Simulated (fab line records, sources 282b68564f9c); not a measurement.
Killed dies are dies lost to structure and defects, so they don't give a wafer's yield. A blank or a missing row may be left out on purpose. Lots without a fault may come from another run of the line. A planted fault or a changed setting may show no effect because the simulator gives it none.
fab line records | flow rit_cmos
record lots=5 wafers=15 last_day=7
route steps=202 shown GATE@82
lots that met no fault: from a run of the same line without faults
start_h: hours from the record's first day to the start of the lot's first wafer shown | wait_h: hours since the lot's step before | " the same as in the row above | L1.1+2: a row that stands for several wafers | - no value, or no start given | * or withheld: withheld | < > ~ a bound
route shown NAME@n: a module of which the file shows steps, and the number in the route of the first | usual: mean/standard deviation of fault-free wafers | same: alike in all rows | chamber/n: place in a boat | sites: the reading at each site | _std_site: their standard deviation | _edge_site: outer sites' mean less inner sites' | radius_mm: how far each site lies from the wafer's centre | mask NAME#n: copy n | behind: the tool/chamber that last shaped the wafer | hold: why the lot was held/for how many hours/how that ended | device: the transistor (n, p or np) that didn't switch | end of line: the same wafers' tests at the end of the route | a step without rows: its recipe alone | killed: dies lost to structure and defects at the first sort, not the wafer's yield | map: a wafer's dies, x killed, . not, _ none there
set.NAME: the setting as run; set.NAME@STEP: as run at that earlier step | model.NAME: the simulator's own value behind a step, which no gauge read
lots at some steps of the route; a table a step, a row a wafer
services: from which hour (start_h, from the record's first day; less than 0 if before it) a tool's chamber was out of use, for how many hours, and why
## steps
# step RIT_GATE_ANNEAL_06
# recipe temp_c=900 time_s=600 ambient=N2O
# usual tube_center_temp_C=900.01/0.073 tube_center_temp_C_max=902.31/0.29
# columns lot.wafer tool chamber start_h wait_h tube_center_temp_C tube_center_temp_C_max
L074.1 furnace-01 0 42.89 1.4 900.07 902.13
L074.2 " 0 " " 900.03 902.47
L074.4 " 0 " " 900.17 901.86
L081.2 furnace-03 0 76.05 0.7 900.03 902.19
L081.4 " 0 " " 899.97 902.16
L081.5 " 0 " " 899.88 902.02
L084.1 furnace-03 0 88.20 0.1 900.05 902.26
L084.2 " 0 " " 899.82 902.51
L084.6 " 0 " " 899.98 902.41
L085.2 furnace-03 0 95.92 1.6 899.95 901.96
L085.4 " 0 " " 899.96 902.01
L085.5 " 0 " " 899.96 902.06
L093.4 furnace-04 0 135.57 0.0 899.93 901.77
L093.5 " 0 " " 899.9 902.19
L093.6 " 0 " " 900.14 903.09
# step RIT_GATE_THK_MEAS_07
# recipe reads=SiO2_of_GATE_OXIDATION_05
# usual GATE_OXIDE_THK=3.00/0.072
# columns lot.wafer tool chamber start_h wait_h GATE_OXIDE_THK[nm]
L074.1 film_metro-03 - 43.14 0.0 3.06
L074.2 " - " " 3.07
L074.4 " - " " 3.01
L081.2 film_metro-04 - 76.31 0.0 2.99
L081.4 " - " " 3.01
L081.5 " - " " 3.04
L084.1 film_metro-03 - 88.45 0.0 2.90
L084.2 " - " " 3.01
L084.6 " - " " 2.98
L085.2 film_metro-04 - 96.18 0.0 2.94
L085.4 " - " " 2.86
L085.5 " - " " 2.89
L093.4 film_metro-03 - 135.85 0.0 3.12
L093.5 " - " " 3.03
L093.6 " - " " 3.09
# step RIT_GATE_CVD_08
# recipe material=poly-Si target_thk_nm=250 temp_c=610 precursor=SiH4 time_s=2220 pressure_mtorr=300 sih4_flow_sccm=100
# columns lot.wafer tool chamber start_h wait_h
L074.1+2+4 lpcvd-01 0 43.20 0.1
L081.2+4+5 lpcvd-02 1 76.36 0.0
L084.1+2+6 lpcvd-01 0 90.45 2.0
L085.2+4+5 lpcvd-02 0 96.23 0.0
L093.4+5+6 lpcvd-01 1 136.98 1.1
# step RIT_GATE_THK_MEAS_09
# recipe reads=poly-Si_of_GATE_CVD_08
# usual GATE_POLY_THK=248.5/2.4
# columns lot.wafer tool chamber start_h wait_h GATE_POLY_THK[nm]
L074.1 film_metro-03 - 46.83 0.0 245.9
L074.2 " - " " 245.2
L074.4 " - " " 245.9
L081.2 film_metro-04 - 77.99 0.0 246.1
L081.4 " - " " 246.2
L081.5 " - " " 247.4
L084.1 film_metro-03 - 92.06 0.0 248.2
L084.2 " - " " 245.7
L084.6 " - " " 247.7
L085.2 film_metro-03 - 98.66 0.0 251.5
L085.4 " - " " 251.1
L085.5 " - " " 251.3
L093.4 film_metro-03 - 139.44 0.0 245.4
L093.5 " - " " 242.8
L093.6 " - " " 246.5
# step RIT_GATE_HMDS_10
# recipe prime_time_s=60 prime_temp_c=140
# columns lot.wafer tool chamber start_h wait_h
L074.1+2+4 litho_track-04 0 47.09 0.2
L081.2+4+5 litho_track-01 0 78.06 0.1
L084.1+2+6 litho_track-01 0 92.12 0.1
L085.2+4+5 litho_track-02 0 98.78 0.1
L093.4+5+6 litho_track-04 0 139.54 0.1
# step RIT_GATE_COAT_11
# recipe resist=NOVOLAK spin_rpm=4250 resist_thk_nm=850
# columns lot.wafer tool chamber start_h wait_h
L074.1+2+4 litho_track-04 0 47.24 0.1
L081.2+4+5 litho_track-01 0 78.21 0.1
L084.1+2+6 litho_track-01 0 92.27 0.1
L085.2+4+5 litho_track-02 0 98.93 0.1
L093.4+5+6 litho_track-04 0 139.69 0.1
# step RIT_GATE_SOFTBAKE_12
# recipe resist=NOVOLAK temp_c=90 time_s=60
# columns lot.wafer tool chamber start_h wait_h
L074.1+2+4 litho_track-04 0 47.39 0.1
L081.2+4+5 litho_track-01 0 78.36 0.1
L084.1+2+6 litho_track-01 0 92.42 0.1
L085.2+4+5 litho_track-02 0 99.08 0.1
L093.4+5+6 litho_track-04 0 139.84 0.1
# step RIT_GATE_EXPOSE_13
# recipe mask_id=M6 na=0.6 source_shape=conventional sigma_outer=0.6 target_cd_nm=150 dose_mj=380
# columns lot.wafer tool chamber start_h wait_h mask
L074.1+2+4 iline_stepper-01 0 47.66 0.2 M6#0
L081.2+4+5 iline_stepper-01 0 78.63 0.2 M6#0
L084.1+2+6 iline_stepper-01 0 92.57 0.1 M6#0
L085.2+4+5 iline_stepper-02 0 99.40 0.3 M6#0
L093.4+5+6 iline_stepper-01 0 139.97 0.1 M6#0
# step RIT_GATE_PEB_14
# recipe resist=NOVOLAK temp_c=withheld time_s=withheld
# columns lot.wafer tool chamber start_h wait_h
L074.1+2+4 litho_track-01 0 47.78 0.1
L081.2+4+5 litho_track-04 0 78.88 0.2
L084.1+2+6 litho_track-01 0 92.77 0.2
L085.2+4+5 litho_track-02 0 99.52 0.1
L093.4+5+6 litho_track-02 0 140.11 0.1
# step RIT_GATE_DEVELOP_15
# recipe resist=NOVOLAK develop_time_s=50 dev_temp_c=23
# columns lot.wafer tool chamber start_h wait_h
L074.1+2+4 litho_track-01 0 - -
L081.2+4+5 litho_track-04 0 - -
L084.1+2+6 litho_track-01 0 - -
L085.2+4+5 litho_track-02 0 - -
L093.4+5+6 litho_track-02 0 - -
# step RIT_GATE_CD_MEAS_16
# recipe target_cd_nm=150
# usual cd_nm=151/3.1
# columns lot.wafer tool chamber start_h wait_h cd_nm
L074.1 cd_sem-02 - 48.06 - 145
L074.2 " - " " 146
L074.4 " - " " 145
L081.2 cd_sem-01 - 79.15 - 150
L081.4 " - " " 148
L081.5 " - " " 146
L084.1 cd_sem-02 - 93.06 - 152
L084.2 " - " " 149
L084.6 " - " " 153
L085.2 cd_sem-02 - 99.80 - 150
L085.4 " - " " 150
L085.5 " - " " 147
L093.4 cd_sem-01 - 140.38 - 149
L093.5 " - " " 149
L093.6 " - " " 148
## services
# columns tool chamber start_h hours kind
furnace-01 - 25.38 3.6 pm
iline_stepper-01 - 52.50 0.8 repair
iline_stepper-01 - 65.92 1.7 pm
lpcvd-01 - 73.17 6.1 pm
iline_stepper-02 - 82.73 1.7 pm
furnace-01 - 105.04 13.4 pm
iline_stepper-02 0 119.09 - calibration
## key
fault none
